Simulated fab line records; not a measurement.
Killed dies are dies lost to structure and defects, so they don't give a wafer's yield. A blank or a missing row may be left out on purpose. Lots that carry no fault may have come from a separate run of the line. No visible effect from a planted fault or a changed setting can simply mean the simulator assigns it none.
fab line records	flow rit-cmos
[record] lots = 7	wafers = 21	last-day = 7
route steps=202 shown REOX@99 NLDD@103 PLDD@115 SPACER@125 NSD@131 M1@202
lots untouched by any fault: they come from a run of this same line in which no faults occurred
start-h: start of the lot's first displayed wafer, in hours after the record's first day	wait-h: hours from the lot's prior step to this one	" unchanged from the row above	L1.1+2: one row covering several wafers at once	- either no value or no given start	* or withheld: withheld	< > ~ a bound
route shown NAME@n: names a module that has steps shown in the file, with the first one's number in the route	usual: average and standard deviation across the fault-free wafers	same: alike in all rows	chamber/n: place in a boat	sites: each site's reading	_std_site: how widely they spread, as a standard deviation	_edge_site: inner sites' mean taken away from outer sites' mean	radius-mm: for every site, how far away it sits from the centre of the wafer	mask NAME#n: copy n	behind: tool/chamber where the wafer was last shaped	hold: why the lot was held/for how many hours/how that ended	device: transistor that didn't switch, given as n, p or np	end of line: tests run on the same wafers once the route is complete	step lacking rows: just its recipe	killed: the dies lost at the first sort to structure and to defects; this is not the yield of the wafer	map: the dies of a wafer, with x for killed, . for not killed, _ for no die there
set.NAME: setting as actually run; set.NAME@STEP: the setting as run at that earlier step	model.NAME: the simulator's own value behind a step, which no gauge read
lots at selected steps of the route; one table per step, one row per wafer
services: a tool's chamber out of use, with start hour (start-h, from the record's first day; less than 0 if before it), hours out, and reason
[[steps]]
[step RIT_REOX_CLEAN_01]
[recipe] chemistry = dHF	dilution = 50:1	time-s = 30
[step RIT_REOX_CLEAN_02]
[recipe] chemistry = SC2	mix = 3:3:50	time-s = 600	temp-c = 75	dry = n2-spin
[step RIT_REOX_OXIDATION_03]
[recipe] temp-c = 900	ambient = O2	target-thk-a = 252	ox-time-s = 5580
[step RIT_REOX_THK_MEAS_04]
[recipe] reads = SiO2_of_REOX_OXIDATION_03
[usual] REOX_OXIDE_THK = 25.2/0.45
lot.wafer	tool	chamber	start-h	wait-h	REOX_OXIDE_THK[nm]
L277.1	film-metro-01	-	46.25	0.0	25.9
L277.2	"	-	"	"	26.0
L277.3	"	-	"	"	25.7
L279.1	film-metro-04	-	60.58	0.0	25.2
L279.4	"	-	"	"	25.6
L279.5	"	-	"	"	25.3
L291.3	film-metro-04	-	112.41	0.0	25.3
L291.4	"	-	"	"	25.1
L291.5	"	-	"	"	24.8
L293.1	film-metro-04	-	120.30	0.0	24.9
L293.3	"	-	"	"	24.9
L293.4	"	-	"	"	24.2
L294.2	film-metro-01	-	127.63	0.0	25.3
L294.5	"	-	"	"	25.2
L294.6	"	-	"	"	25.4
L298.1	film-metro-01	-	146.94	0.0	25.7
L298.3	"	-	"	"	25.7
L298.6	"	-	"	"	25.8
L299.1	film-metro-04	-	155.68	0.0	24.9
L299.3	"	-	"	"	24.6
L299.5	"	-	"	"	24.9
[step RIT_NLDD_HMDS_00]
[recipe] prime-time-s = 60	prime-temp-c = 140
[step RIT_NLDD_COAT_01]
[recipe] resist = NOVOLAK	spin-rpm = 3250	resist-thk-nm = 1000
[step RIT_NLDD_SOFTBAKE_02]
[recipe] resist = NOVOLAK	temp-c = 90	time-s = 60
[step RIT_NLDD_EXPOSE_03]
[recipe] mask-id = M7	na = 0.57	target-cd-nm = 40700	dose-mj = 250
[step RIT_NLDD_PEB_04]
[recipe] resist = NOVOLAK	temp-c = withheld	time-s = withheld
[step RIT_NLDD_DEVELOP_05]
[recipe] resist = NOVOLAK	develop-time-s = 50	dev-temp-c = 23
[step RIT_NLDD_OVL_MEAS_06]
[usual] NLDD_OVL = 0.2/1.5
lot.wafer	tool	chamber	start-h	wait-h	NLDD_OVL[nm]
L277.1	overlay-02	-	47.29	-	0.5
L277.2	"	-	"	"	1.2
L277.3	"	-	"	"	-0.4
L279.1	overlay-01	-	61.66	-	0.1
L279.4	"	-	"	"	-1.6
L279.5	"	-	"	"	-1.8
L291.3	overlay-02	-	113.50	-	0.4
L291.4	"	-	"	"	0.6
L291.5	"	-	"	"	1.1
L293.1	overlay-01	-	121.33	-	1.1
L293.3	"	-	"	"	2.0
L293.4	"	-	"	"	2.5
L294.2	overlay-02	-	128.66	-	0.6
L294.5	"	-	"	"	2.2
L294.6	"	-	"	"	3.2
L298.1	overlay-02	-	147.85	-	-2.1
L298.3	"	-	"	"	-0.4
L298.6	"	-	"	"	0.3
L299.1	overlay-01	-	156.81	-	-0.4
L299.3	"	-	"	"	-0.5
L299.5	"	-	"	"	-0.8
[step RIT_NLDD_HARDBAKE_07]
[recipe] resist = NOVOLAK	temp-c = 140	time-s = 60
[step RIT_NLDD_IMPLANT_08]
[recipe] species = P	energy-kev = 20	dose-cm2 = 5e+14	tilt-deg = 7
[usual] beam-on-s = 10.01/0.2	dose-ions-cm2 = 5e+14/5.4e+11	faraday-current-uA = 1571/31
[same] implant-ion-amu = 31
lot.wafer	tool	chamber	start-h	wait-h	beam-on-s	dose-ions-cm2	faraday-current-uA
L277.1	implanter-01	0	47.47	0.1	10.18	5.001e+14	1541
L277.2	"	0	"	"	10.26	5e+14	1533
L277.3	"	0	"	"	10.15	4.996e+14	1547
L279.1	implanter-04	0	62.01	0.1	9.99	4.994e+14	1578
L279.4	"	0	"	"	10.02	5.003e+14	1563
L279.5	"	0	"	"	9.86	4.999e+14	1606
L291.3	implanter-01	0	113.72	0.1	9.95	2.109e+14	669
L291.4	"	0	"	"	10.09	2.106e+14	663
L291.5	"	0	"	"	9.88	2.106e+14	670
L293.1	implanter-01	0	121.52	0.1	9.87	2.103e+14	672
L293.3	"	0	"	"	9.76	2.111e+14	676
L293.4	"	0	"	"	10.25	2.104e+14	647
L294.2	implanter-01	0	128.87	0.1	10.04	2.109e+14	658
L294.5	"	0	"	"	10.15	2.097e+14	655
L294.6	"	0	"	"	10.04	2.105e+14	660
L298.1	implanter-04	0	148.03	0.1	9.79	4.988e+14	1608
L298.3	"	0	"	"	9.96	4.99e+14	1574
L298.6	"	0	"	"	9.64	4.999e+14	1624
L299.1	implanter-04	0	157.00	0.1	9.66	5.012e+14	1616
L299.3	"	0	"	"	9.99	4.991e+14	1578
L299.5	"	0	"	"	9.97	4.995e+14	1574
[step RIT_NLDD_STRIP_09]
[recipe] chemistry = O2	time-s = 180	resist = NOVOLAK	platen-temp-c = withheld	power-w = 500	pressure-mtorr = 4000	o2-flow-sccm = 4000
[usual] drypump-motor-current-A = 6.0/0.53
lot.wafer	tool	chamber	start-h	wait-h	drypump-motor-current-A	rf-hours-counter-h
L277.1	plasma-asher-02	0	47.62	0.1	6.1	26
L277.2	"	1	"	"	6.4	26
L277.3	"	0	"	"	6.1	-
L279.1	plasma-asher-04	1	62.16	0.1	5.4	41
L279.4	"	1	"	"	5.4	-
L279.5	"	1	"	"	5.4	-
L291.3	plasma-asher-02	1	113.88	0.1	6.4	-
L291.4	"	0	"	"	6.1	-
L291.5	"	1	"	"	6.4	-
L293.1	plasma-asher-02	0	121.67	0.1	6.1	35
L293.3	"	0	"	"	6.1	-
L293.4	"	1	"	"	6.4	-
L294.2	plasma-asher-01	0	128.99	0.1	6.6	49
L294.5	"	0	"	"	6.6	-
L294.6	"	1	"	"	5.1	-
L298.1	plasma-asher-02	1	148.18	0.1	6.4	38
L298.3	"	0	"	"	6.1	-
L298.6	"	0	"	"	6.1	-
L299.1	plasma-asher-02	0	157.15	0.1	6.1	39
L299.3	"	1	"	"	6.4	-
L299.5	"	0	"	"	6.1	-
[step RIT_NLDD_TW_MEAS_10]
[usual] NLDD_TW = 2494/17
lot.wafer	tool	chamber	start-h	wait-h	hold	NLDD_TW
L277.1	film-metro-01	-	47.80	0.1	-	2521
L277.2	"	-	"	"	-	2488
L277.3	"	-	"	"	-	2485
L279.1	film-metro-04	-	62.34	0.1	-	2518
L279.4	"	-	"	"	-	2513
L279.5	"	-	"	"	-	2514
L291.3	film-metro-01	-	114.02	0.1	await-dispo/0.2h/release	1962
L291.4	"	-	"	"	await-dispo/0.2h/release	1950
L291.5	"	-	"	"	await-dispo/0.2h/release	1951
L291.3	film-metro-01	-	114.24	0.2	-	1962
L291.4	"	-	"	"	-	1954
L291.5	"	-	"	"	-	1937
L293.1	film-metro-04	-	121.84	0.1	await-dispo/0.2h/release	1964
L293.3	"	-	"	"	await-dispo/0.2h/release	1954
L293.4	"	-	"	"	await-dispo/0.2h/release	1949
L293.1	film-metro-04	-	122.07	0.2	-	1956
L293.3	"	-	"	"	-	1958
L293.4	"	-	"	"	-	1967
L294.2	film-metro-01	-	129.18	0.1	await-dispo/0.2h/release	1954
L294.5	"	-	"	"	await-dispo/0.2h/release	1946
L294.6	"	-	"	"	await-dispo/0.2h/release	1955
L294.2	film-metro-01	-	129.40	0.2	-	1948
L294.5	"	-	"	"	-	1942
L294.6	"	-	"	"	-	1955
L298.1	film-metro-02	-	148.37	0.1	-	2475
L298.3	"	-	"	"	-	2500
L298.6	"	-	"	"	-	2479
L299.1	film-metro-04	-	157.32	0.1	-	2510
L299.3	"	-	"	"	-	2497
L299.5	"	-	"	"	-	2488
[step RIT_PLDD_COAT_01]
[recipe] resist = NOVOLAK	spin-rpm = 3250	resist-thk-nm = 1000
[step RIT_PLDD_SOFTBAKE_02]
[recipe] resist = NOVOLAK	temp-c = 90	time-s = 60
[step RIT_PLDD_EXPOSE_03]
[recipe] mask-id = M8	na = 0.57	target-cd-nm = 40900	dose-mj = 250
[step RIT_PLDD_PEB_04]
[recipe] resist = NOVOLAK	temp-c = withheld	time-s = withheld
[step RIT_PLDD_DEVELOP_05]
[recipe] resist = NOVOLAK	develop-time-s = 50	dev-temp-c = 23
[step RIT_PLDD_OVL_MEAS_06]
[usual] PLDD_OVL = -0.2/1.2
lot.wafer	tool	chamber	start-h	wait-h	PLDD_OVL[nm]
L277.1	overlay-02	-	48.82	-	0.5
L277.2	"	-	"	"	0.6
L277.3	"	-	"	"	-0.1
L279.1	overlay-02	-	63.37	-	1.3
L279.4	"	-	"	"	2.7
L279.5	"	-	"	"	-0.9
L291.3	overlay-02	-	117.40	-	-2.2
L291.4	"	-	"	"	0.1
L291.5	"	-	"	"	-0.8
L293.1	overlay-01	-	126.65	-	-0.9
L293.3	"	-	"	"	-0.5
L293.4	"	-	"	"	-1.7
L294.2	overlay-01	-	134.91	-	-0.5
L294.5	"	-	"	"	-3.0
L294.6	"	-	"	"	-0.7
L298.1	overlay-02	-	149.28	-	-0.3
L298.3	"	-	"	"	-1.2
L298.6	"	-	"	"	-1.2
L299.1	overlay-01	-	158.36	-	-0.1
L299.3	"	-	"	"	-0.9
L299.5	"	-	"	"	-1.7
[step RIT_PLDD_HARDBAKE_07]
[recipe] resist = NOVOLAK	temp-c = 140	time-s = 60
[step RIT_PLDD_IMPLANT_08]
[recipe] species = BF2	energy-kev = 20	dose-cm2 = 9e+14	tilt-deg = 7
[step RIT_PLDD_STRIP_09]
[recipe] chemistry = O2	time-s = 180	resist = NOVOLAK	platen-temp-c = withheld	power-w = 500	pressure-mtorr = 4000	o2-flow-sccm = 4000
[usual] drypump-motor-current-A = 5.9/0.57
lot.wafer	tool	chamber	start-h	wait-h	drypump-motor-current-A	rf-hours-counter-h
L277.1	plasma-asher-01	0	49.16	0.1	6.6	41
L277.2	"	1	"	"	5.1	41
L277.3	"	1	"	"	5.1	-
L279.1	plasma-asher-01	1	63.71	0.1	5.1	43
L279.4	"	0	"	"	6.6	-
L279.5	"	1	"	"	5.1	-
L291.3	plasma-asher-03	1	117.78	0.1	5.6	-
L291.4	"	0	"	"	6.4	-
L291.5	"	1	"	"	5.6	-
L293.1	plasma-asher-03	0	127.06	0.1	6.5	47
L293.3	"	1	"	"	5.6	-
L293.4	"	0	"	"	6.5	-
L294.2	plasma-asher-03	1	135.34	0.1	5.6	48
L294.5	"	1	"	"	5.6	-
L294.6	"	0	"	"	6.5	-
L298.1	plasma-asher-04	1	149.61	0.1	5.5	3
L298.3	"	0	"	"	6.1	-
L298.6	"	1	"	"	5.5	-
L299.1	plasma-asher-03	1	158.69	0.1	5.6	51
L299.3	"	1	"	"	5.6	-
L299.5	"	0	"	"	6.4	-
[step RIT_PLDD_TW_MEAS_10]
[usual] PLDD_TW = 2349/15
lot.wafer	tool	chamber	start-h	wait-h	PLDD_TW
L277.1	film-metro-04	-	49.34	0.1	2365
L277.2	"	-	"	"	2375
L277.3	"	-	"	"	2385
L279.1	film-metro-01	-	63.88	0.1	2344
L279.4	"	-	"	"	2328
L279.5	"	-	"	"	2334
L291.3	film-metro-04	-	117.92	0.1	2363
L291.4	"	-	"	"	2367
L291.5	"	-	"	"	2361
L293.1	film-metro-04	-	127.23	0.1	2359
L293.3	"	-	"	"	2361
L293.4	"	-	"	"	2373
L294.2	film-metro-02	-	135.52	0.1	2339
L294.5	"	-	"	"	2319
L294.6	"	-	"	"	2334
L298.1	film-metro-04	-	149.79	0.1	2365
L298.3	"	-	"	"	2372
L298.6	"	-	"	"	2360
L299.1	film-metro-02	-	158.87	0.1	2344
L299.3	"	-	"	"	2345
L299.5	"	-	"	"	2337
[step RIT_SPACER_CLEAN_00]
[recipe] chemistry = SC1	mix = 3:3:50	time-s = 600	temp-c = 75
[step RIT_SPACER_CLEAN_01]
[recipe] chemistry = dHF	dilution = 50:1	time-s = 30
[step RIT_SPACER_CLEAN_02]
[recipe] chemistry = SC2	mix = 3:3:50	time-s = 600	temp-c = 75	dry = n2-spin
[step RIT_SPACER_CVD_03]
[recipe] material = Si3N4	target-thk-nm = 250	temp-c = 810	precursor = SiH2Cl2/NH3	time-s = 3300	pressure-mtorr = 300	sih2cl2-flow-sccm = 60	nh3-flow-sccm = 150
[step RIT_SPACER_THK_MEAS_04]
[recipe] reads = Si3N4_of_SPACER_CVD_03
[usual] SPACER_NITRIDE_THK = 249.5/2.2
lot.wafer	tool	chamber	start-h	wait-h	SPACER_NITRIDE_THK[nm]
L277.1	film-metro-04	-	51.68	0.0	251.4
L277.2	"	-	"	"	253.1
L277.3	"	-	"	"	251.8
L279.1	film-metro-04	-	67.18	0.0	251.0
L279.4	"	-	"	"	252.1
L279.5	"	-	"	"	251.1
L291.3	film-metro-04	-	121.15	0.0	247.0
L291.4	"	-	"	"	247.5
L291.5	"	-	"	"	246.3
L293.1	film-metro-02	-	130.05	0.0	248.4
L293.3	"	-	"	"	249.1
L293.4	"	-	"	"	249.0
L294.2	film-metro-03	-	140.94	0.0	249.9
L294.5	"	-	"	"	247.9
L294.6	"	-	"	"	252.4
L298.1	film-metro-03	-	152.39	0.0	250.4
L298.3	"	-	"	"	252.6
L298.6	"	-	"	"	251.6
L299.1	film-metro-04	-	161.40	0.0	246.8
L299.3	"	-	"	"	247.2
L299.5	"	-	"	"	246.1
[step RIT_SPACER_ETCHBACK_05]
[recipe] target-depth-a = 2500	SF6_flow_sccm = 30	CHF3_flow_sccm = 30	target = Si3N4	chemistry = SF6/CHF3	pressure-mtorr = 40	rf-w = 250	time-s = 240	stop-on = SiO2
[usual] CHF3_flow_sccm = 30.01/0.092	drypump-motor-current-A = 5.5/0.52	oes-product-au = 0.838/0.013	throttle-valve-pct = 10.20/0.16
lot.wafer	tool	chamber	start-h	wait-h	CHF3_flow_sccm	drypump-motor-current-A	oes-product-au	rf-hours-counter-h	throttle-valve-pct
L277.1	rie-diel-02	3	51.74	0.1	29.99	6.7	0.860	135	10.38
L277.2	"	1	"	"	29.95	5.3	0.835	168	10.12
L277.3	"	0	"	"	30.03	5.3	0.839	100	10.47
L279.1	rie-diel-04	1	67.24	0.1	30.00	5.3	0.847	144	10.16
L279.4	"	0	"	"	29.84	5.0	0.854	29	10.18
L279.5	"	2	"	"	29.91	5.4	0.845	-	10.17
L291.3	rie-diel-02	0	121.19	0.0	29.88	5.3	0.831	102	10.45
L291.4	"	1	"	"	30.05	5.3	0.820	1	10.11
L291.5	"	2	"	"	30.08	5.3	0.817	-	9.95
L293.1	rie-diel-04	2	130.11	0.1	29.78	5.4	0.843	61	10.18
L293.3	"	0	"	"	30.18	5.0	0.849	30	10.18
L293.4	"	3	"	"	29.97	5.7	0.848	124	10.01
L294.2	rie-diel-04	2	140.99	0.0	29.80	5.4	0.837	61	10.16
L294.5	"	1	"	"	30.13	5.3	0.849	-	10.16
L294.6	"	2	"	"	29.94	5.4	0.845	-	10.17
L298.1	rie-diel-01	3	152.45	0.1	29.96	4.8	0.844	143	10.25
L298.3	"	1	"	"	30.17	5.1	0.847	95	10.22
L298.6	"	0	"	"	30.11	5.9	0.855	-	10.19
L299.1	rie-diel-04	2	161.46	0.1	30.12	5.4	0.838	62	10.18
L299.3	"	1	"	"	29.96	5.3	0.841	145	10.14
L299.5	"	0	"	"	30.14	5.0	0.840	-	10.15
[step RIT_NSD_HMDS_00]
[recipe] prime-time-s = 60	prime-temp-c = 140
[step RIT_NSD_COAT_01]
[recipe] resist = NOVOLAK	spin-rpm = 3250	resist-thk-nm = 1000
[step RIT_NSD_SOFTBAKE_02]
[recipe] resist = NOVOLAK	temp-c = 90	time-s = 60
[step RIT_NSD_EXPOSE_03]
[recipe] mask-id = M9	na = 0.57	target-cd-nm = 40700	dose-mj = 250
[step RIT_NSD_PEB_04]
[recipe] resist = NOVOLAK	temp-c = withheld	time-s = withheld
[step RIT_NSD_DEVELOP_05]
[recipe] resist = NOVOLAK	develop-time-s = 50	dev-temp-c = 23
[step RIT_NSD_OVL_MEAS_06]
[usual] NSD_OVL = 0.1/1.4
lot.wafer	tool	chamber	start-h	wait-h	NSD_OVL[nm]
L277.1	overlay-02	-	52.74	-	0.1
L277.2	"	-	"	"	0.0
L277.3	"	-	"	"	-1.3
L279.1	overlay-02	-	68.24	-	2.2
L279.4	"	-	"	"	0.1
L279.5	"	-	"	"	-0.1
L291.3	overlay-01	-	122.34	-	1.9
L291.4	"	-	"	"	3.5
L291.5	"	-	"	"	0.7
L293.1	overlay-01	-	131.38	-	-1.6
L293.3	"	-	"	"	-1.3
L293.4	"	-	"	"	-0.9
L294.2	overlay-02	-	142.23	-	2.5
L294.5	"	-	"	"	1.2
L294.6	"	-	"	"	0.9
L298.1	overlay-01	-	153.45	-	-0.1
L298.3	"	-	"	"	-0.6
L298.6	"	-	"	"	-0.8
L299.1	overlay-01	-	162.46	-	-0.3
L299.3	"	-	"	"	-0.1
L299.5	"	-	"	"	-2.1
[step RIT_NSD_HARDBAKE_07]
[recipe] resist = NOVOLAK	temp-c = 140	time-s = 60
[step RIT_NSD_IMPLANT_08]
[recipe] species = P	energy-kev = 25	dose-cm2 = 1e+15	tilt-deg = 7
[step RIT_NSD_STRIP_09]
[recipe] chemistry = O2	time-s = 180	resist = NOVOLAK	platen-temp-c = withheld	power-w = 500	pressure-mtorr = 4000	o2-flow-sccm = 4000
[usual] drypump-motor-current-A = 6.0/0.53
lot.wafer	tool	chamber	start-h	wait-h	drypump-motor-current-A	rf-hours-counter-h
L277.1	plasma-asher-03	0	53.08	0.1	6.5	38
L277.2	"	1	"	"	5.6	38
L277.3	"	1	"	"	5.6	-
L279.1	plasma-asher-02	1	68.58	0.1	6.4	28
L279.4	"	0	"	"	6.1	-
L279.5	"	0	"	"	6.1	-
L291.3	plasma-asher-02	1	123.07	0.1	6.4	-
L291.4	"	0	"	"	6.1	-
L291.5	"	0	"	"	6.1	-
L293.1	plasma-asher-02	1	131.77	0.1	6.4	35
L293.3	"	0	"	"	6.1	-
L293.4	"	1	"	"	6.4	-
L294.2	plasma-asher-02	1	142.71	0.2	6.4	36
L294.5	"	0	"	"	6.1	-
L294.6	"	1	"	"	6.4	-
L298.1	plasma-asher-03	0	153.79	0.1	6.4	50
L298.3	"	1	"	"	5.6	-
L298.6	"	1	"	"	5.6	-
L299.1	plasma-asher-01	1	162.80	0.1	5.1	52
L299.3	"	0	"	"	6.6	-
L299.5	"	0	"	"	6.6	-
[step RIT_SDANNEAL_RS_MEAS_07]
[recipe] thk-meas-gauge = four-point-probe
[usual] NLDD_RS = 151.7/0.54
lot.wafer	tool	chamber	start-h	wait-h	hold	NLDD_RS[ohm/sq]
L277.1	film-metro-04	-	55.52	0.1	-	151.4
L277.2	"	-	"	"	-	151.1
L277.3	"	-	"	"	-	151.4
L279.1	film-metro-04	-	71.19	0.1	-	151.7
L279.4	"	-	"	"	-	150.9
L279.5	"	-	"	"	-	151.5
L291.3	film-metro-01	-	126.01	0.1	await-dispo/0.2h/release	290.3
L291.4	"	-	"	"	await-dispo/0.2h/release	291.9
L291.5	"	-	"	"	await-dispo/0.2h/release	291.8
L291.3	film-metro-01	-	126.30	0.3	-	290.2
L291.4	"	-	"	"	-	291.7
L291.5	"	-	"	"	-	291.5
L293.1	film-metro-04	-	135.06	0.2	await-dispo/0.2h/release	293.3
L293.3	"	-	"	"	await-dispo/0.2h/release	294.5
L293.4	"	-	"	"	await-dispo/0.2h/release	295.5
L293.1	film-metro-04	-	135.34	0.3	-	293.6
L293.3	"	-	"	"	-	295.1
L293.4	"	-	"	"	-	295.0
L294.2	film-metro-02	-	146.36	0.1	await-dispo/0.2h/release	287.6
L294.5	"	-	"	"	await-dispo/0.2h/release	288.6
L294.6	"	-	"	"	await-dispo/0.2h/release	288.4
L294.2	film-metro-02	-	146.64	0.3	-	287.7
L294.5	"	-	"	"	-	288.5
L294.6	"	-	"	"	-	287.9
L298.1	film-metro-02	-	156.59	0.1	-	153.0
L298.3	"	-	"	"	-	152.5
L298.6	"	-	"	"	-	152.8
L299.1	film-metro-04	-	165.54	0.1	-	150.7
L299.3	"	-	"	"	-	151.0
L299.5	"	-	"	"	-	151.7
[step RIT_M1_PROBE_99]
[usual] defect-limited-yield = 97.1/1.3	killed-at-front-end = 8/3.3	killed-dies = 8/3.3	killed-open = 3.9/2.1	killed-short = 3.8/2.2	sort_bin_3_pad_short = 0.1/0.23	sort_bin_5_function = 1.7/0.93	sort_bin_6_memory = 1.0/0.68	sort-n-pass = 256/3.3	sort-yield-pct = 97.1/1.3
[same] gross-dies = 264	killed_at_M0_to_M3 = 0	killed_at_M4_up = 0	killed-at-back-side = 0	killed-at-contacts = 0	killed-at-other = 0
lot.wafer	tool	chamber	start-h	wait-h	defect-limited-yield[%]	killed-at-front-end	killed-dies	killed-open	killed-short	sort_bin_3_pad_short[%]	sort_bin_5_function[%]	sort_bin_6_memory[%]	sort-n-pass	sort-yield-pct[%]
L277.1	prober-01	-	63.52	0.1	95.5	12	12	4	8	0.4	3.0	1.1	252	95.5
L277.2	prober-01	-	63.57	0.1	97.3	7	7	3	4	0	0.4	2.3	257	97.3
L277.3	prober-01	-	63.62	0.2	97.3	7	7	5	2	0	1.1	1.5	257	97.3
L279.1	prober-02	-	79.46	0.1	98.1	5	5	1	4	0.8	0.4	0.8	259	98.1
L279.4	prober-02	-	79.61	0.2	98.1	5	5	1	4	0	1.5	0.4	259	98.1
L279.5	prober-02	-	79.66	0.2	96.2	10	10	5	5	0.4	1.5	1.9	254	96.2
L298.1	prober-01	-	163.69	0.1	96.2	10	10	4	6	0	2.7	1.1	254	96.2
L298.3	prober-01	-	163.79	0.2	95.8	11	11	5	6	0	1.1	3.0	253	95.8
L298.6	prober-01	-	163.94	0.2	97.3	7	7	4	3	0.4	0.8	1.5	257	97.3
L299.1	prober-02	-	173.74	0.1	97.0	8	8	3	4	0	1.9	1.1	256	97.0
L299.3	prober-02	-	173.84	0.2	97.7	6	6	3	3	0	1.9	0.4	258	97.7
L299.5	prober-02	-	173.94	0.2	97.7	6	6	3	3	0.4	1.1	0.8	258	97.7
// killed by level:class
L277.1 GATE:geometric-particle:short=5 FOX1:geometric-particle:open=2 SPACER:geometric-particle:short=2 FOX2:geometric-particle:open=1 GATE:geometric-particle:open=1 REOX:geometric-particle:short=1
L277.2 SPACER:geometric-particle:open=2 FOX2:geometric-particle:short=1 GATE:geometric-particle:short=1 GATE:geometric-particle:open=1 SPACER:geometric-particle:short=1 SILICIDE:geometric-particle:short=1
L277.3 FOX1:geometric-particle:open=2 FOX2:geometric-particle:open=2 GATE:geometric-particle:short=1 REOX:geometric-particle:short=1 REOX:geometric-particle:open=1
L279.1 SILICIDE:geometric-particle:short=2 FOX1:geometric-particle:short=1 GATE:geometric-particle:open=1 GATE:geometric-particle:short=1
L279.4 GATE:geometric-particle:short=3 FOX2:geometric-particle:short=1 GATE:geometric-particle:open=1
L279.5 GATE:geometric-particle:open=4 GATE:geometric-particle:short=2 SILICIDE:geometric-particle:short=2 FOX2:geometric-particle:short=1 REOX:geometric-particle:open=1
L298.1 GATE:geometric-particle:short=2 REOX:geometric-particle:short=2 SILICIDE:geometric-particle:open=2 FOX2:geometric-particle:open=1 FOX2:geometric-particle:short=1 GATE:geometric-particle:open=1 SPACER:geometric-particle:short=1
L298.3 FOX2:geometric-particle:short=2 GATE:geometric-particle:open=2 REOX:geometric-particle:open=2 FOX1:geometric-particle:short=1 GATE:geometric-particle:short=1 SPACER:geometric-particle:short=1 SILICIDE:geometric-particle:open=1 SILICIDE:geometric-particle:short=1
L298.6 GATE:geometric-particle:open=2 FOX1:geometric-particle:open=1 GATE:geometric-particle:short=1 REOX:geometric-particle:open=1 SPACER:geometric-particle:short=1 SILICIDE:geometric-particle:short=1
L299.1 GATE:geometric-particle:short=3 FOX2:geometric-particle:short=1 FOX2:geometric-particle:open=1 GATE:geometric-particle:open=1 SILICIDE:geometric-particle:open=1 PWELL:coat-microbubble-printed=1
L299.3 GATE:geometric-particle:open=2 FOX1:geometric-particle:short=1 GATE:geometric-particle:short=1 REOX:geometric-particle:short=1 SPACER:geometric-particle:open=1
L299.5 GATE:geometric-particle:short=2 FOX1:geometric-particle:open=1 GATE:geometric-particle:open=1 REOX:geometric-particle:short=1 SILICIDE:geometric-particle:open=1
[[services]]
tool	chamber	start-h	hours	kind
rie-diel-01	2	34.05	8.1	repair
rie-diel-04	-	49.01	1.1	repair
implanter-01	-	53.08	16.3	pm
rie-diel-02	1	59.75	-	clean
rie-diel-02	1	59.75	12.9	scheduled-down
rie-diel-02	1	59.75	12.9	vent-cycle
rie-diel-01	-	98.85	2.4	repair
plasma-asher-03	-	99.70	4.1	repair
plasma-asher-04	-	108.75	9.0	pm
plasma-asher-04	0	108.75	9.0	vent-cycle
plasma-asher-04	1	108.75	9.0	vent-cycle
plasma-asher-01	-	112.34	9.9	pm
plasma-asher-04	0	117.75	-	clean
plasma-asher-04	1	117.75	-	clean
rie-diel-01	2	131.50	3.7	repair
implanter-01	-	133.72	1.7	repair
implanter-01	-	141.19	3.8	repair
implanter-04	-	159.03	3.1	pm
[[key]]
[first-sign] step = RIT_NLDD_IMPLANT_08	reading = dose-ions-cm2	direction = down	sigmas = 99+	usual = 5e+14	struck = 2.106e+14
[effect] step = RIT_NLDD_IMPLANT_08	reading = faraday-current-uA	direction = down	sigmas = 29	usual = 1571	struck = 663
[effect] step = RIT_NLDD_TW_MEAS_10	reading = visit	direction = added
[effect] step = RIT_NLDD_TW_MEAS_10	reading = NLDD_TW	direction = down	sigmas = 32	usual = 2494	struck = 1954
[effect] step = RIT_SDANNEAL_RS_MEAS_07	reading = NLDD_RS	direction = up	sigmas = 99+	usual = 151.7	struck = 291.3
met-at RIT_NLDD_IMPLANT_08
struck-wafers L291.3,L291.4,L291.5,L293.1,L293.3,L293.4,L294.2,L294.5,L294.6
scrapped-behind RIT_SDANNEAL_RS_MEAS_07 L291.3,L291.4,L291.5,L293.1,L293.3,L293.4,L294.2,L294.5,L294.6
onset-between 47.47 113.72
[fault] kind = process-parameter-drift	tool = implanter-01	chamber = -	onset-h = 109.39	steps = RIT_NLDD_IMPLANT_08	channel = dose-cm2	offset = -2.896e+14	shape = step	end-h = 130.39	acts-in = these-recipes-only	stated = 5e+14
